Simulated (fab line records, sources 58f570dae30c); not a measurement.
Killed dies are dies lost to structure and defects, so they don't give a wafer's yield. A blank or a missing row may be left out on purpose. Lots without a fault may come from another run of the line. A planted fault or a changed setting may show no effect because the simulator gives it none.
Split-lot experiment | flow berkeley_cmos170 | 5 lots, 27 wafers read, on a route of 331 steps

THE SPLIT
At UCB170_M2_SPUTTER_01 (material Al, target thk 900 nm, time 120 s), the setting time_s was moved away from the recipe's 120 s on 12 of the 27 wafers read, by -45.1% to +48.6%. The other wafers ran this setting at the recipe's value.

FROM THE SPLIT TO THE READING: what the file shows between them, 5 steps
- UCB170_M2_RS_MEAS_02: measures by four-point-probe
- UCB170_M2_THK_MEAS_03: measures by xrf
- UCB170_M2_HMDS_04: prime time 60 s
- UCB170_M2_COAT_05: resist thk 900 nm
- UCB170_M2_ETCH_17: etches BARC in N2/H2

THE READING
oes_product_au, in a.u., at UCB170_M2_METAL_ETCH_18 (etches Al in Cl2/BCl3, stops on SiO2, target depth 1170 nm, time 195 s). Fault-free wafers of this fab line usually give 0.844 a.u., standard deviation 0.012 a.u..

wafer  | tool, chamber at the split | time_s as run, s | against the recipe | oes_product_au, a.u. | against lot-mates on the recipe
L074.1 | pvd_sputter-03, -          | 120              | recipe             | 0.829                | -
L074.2 | pvd_sputter-03, -          | 178.3            | +48.6%             | 0.977                | +0.147
L074.3 | pvd_sputter-03, -          | 120              | recipe             | 0.829                | -
L074.4 | pvd_sputter-03, -          | 178.3            | +48.6%             | 0.978                | +0.148
L074.5 | pvd_sputter-03, -          | 178.3            | +48.6%             | 0.970                | +0.140
L074.6 | pvd_sputter-03, -          | 120              | recipe             | 0.832                | -
L079.1 | pvd_sputter-02, -          | 120              | recipe             | 0.854                | -
L079.2 | pvd_sputter-02, -          | 120              | recipe             | 0.856                | -
L079.3 | pvd_sputter-02, -          | 120              | recipe             | 0.861                | -
L080.1 | pvd_sputter-03, -          | 90.75            | -24.4%             | 0.748                | -0.108
L080.2 | pvd_sputter-03, -          | 120              | recipe             | 0.850                | -
L080.3 | pvd_sputter-03, -          | 90.75            | -24.4%             | 0.723                | -0.133
L080.4 | pvd_sputter-03, -          | 120              | recipe             | 0.861                | -
L080.5 | pvd_sputter-03, -          | 120              | recipe             | 0.858                | -
L080.6 | pvd_sputter-03, -          | 90.75            | -24.4%             | 0.738                | -0.118
L081.1 | pvd_sputter-01, -          | 120              | recipe             | 0.835                | -
L081.2 | pvd_sputter-01, -          | 120              | recipe             | 0.831                | -
L081.3 | pvd_sputter-01, -          | 71.5             | -40.4%             | 0.641                | -0.192
L081.4 | pvd_sputter-01, -          | 120              | recipe             | 0.832                | -
L081.5 | pvd_sputter-01, -          | 71.5             | -40.4%             | 0.642                | -0.191
L081.6 | pvd_sputter-01, -          | 71.5             | -40.4%             | 0.642                | -0.191
L083.1 | pvd_sputter-01, -          | 65.84            | -45.1%             | 0.624                | -0.232
L083.2 | pvd_sputter-01, -          | 120              | recipe             | 0.861                | -
L083.3 | pvd_sputter-01, -          | 65.84            | -45.1%             | 0.620                | -0.236
L083.4 | pvd_sputter-01, -          | 120              | recipe             | 0.856                | -
L083.5 | pvd_sputter-01, -          | 65.84            | -45.1%             | 0.627                | -0.229
L083.6 | pvd_sputter-01, -          | 120              | recipe             | 0.852                | -

THE FIT
A straight line over all 27 wafers: oes_product_au changes by +0.00394 a.u. for each +1% of time_s; r = +0.97; the points scatter about the line by 0.027 a.u..
The same after taking each lot's own level away (the mean of its wafers on the recipe; 27 wafers): +0.0041 a.u. for each +1%; r = +0.98; scatter 0.022 a.u..
On that fit, the largest move of time_s shifts the reading by 0.2 a.u..
The lots' own levels span 0.8300 to 0.8570 a.u., that is 2.2 times the standard deviation above.
So the lot-to-lot level changes the slope little: the two slopes agree.
Check: with one of the wafers moved furthest among these (+48.6%) left out of the fit, the line predicts +0.192 a.u. for it against its lot-mates. It came out at +0.147 a.u. against them.

OTHER SPLITS ON THESE WAFERS
These wafers also went through other splits before the reading. Each is held against what the fit with the lots' levels taken away leaves over:
other split on the same wafers       | wafers away from the commonest value | r with oes_product_au (lot level and that fit taken away)
UCB170_PWELL_ETCH_14 time_s          | 9                                    | -0.29
UCB170_ACTIVE_ETCH_15 target_depth_a | 9                                    | -0.36
UCB170_SPACER_CVD_00 time_s          | 12                                   | -0.22
UCB170_V1_CVD_00 time_s              | 12                                   | +0.12

THE WHOLE CHAIN: every reading that the file lists as answering this split, in the file's order
step                    | what it does                                                           | reading                                                                     | change (the file's fit)                   | r (the file's)
UCB170_M2_SPUTTER_01    | material Al, target thk 900 nm, time 120 s                             | Al_of_M2_SPUTTER_01.thk_nm (the simulator's own value, which no gauge read) | +9.04 nm for each +1% of the setting      | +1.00
UCB170_M2_RS_MEAS_02    | measures by four-point-probe                                           | M2_AL_RS                                                                    | -0.000446 for each +1% of the setting     | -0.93
UCB170_M2_THK_MEAS_03   | measures by xrf                                                        | M2_AL_THK                                                                   | +9.11 for each +1% of the setting         | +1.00
UCB170_M2_METAL_ETCH_18 | etches Al in Cl2/BCl3, stops on SiO2, target depth 1170 nm, time 195 s | oes_product_au                                                              | +0.00425 a.u. for each +1% of the setting | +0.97

THE FILE'S OWN FIT
oes_product_au changes by +0.00425 a.u. for each +1% of time_s, r = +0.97.
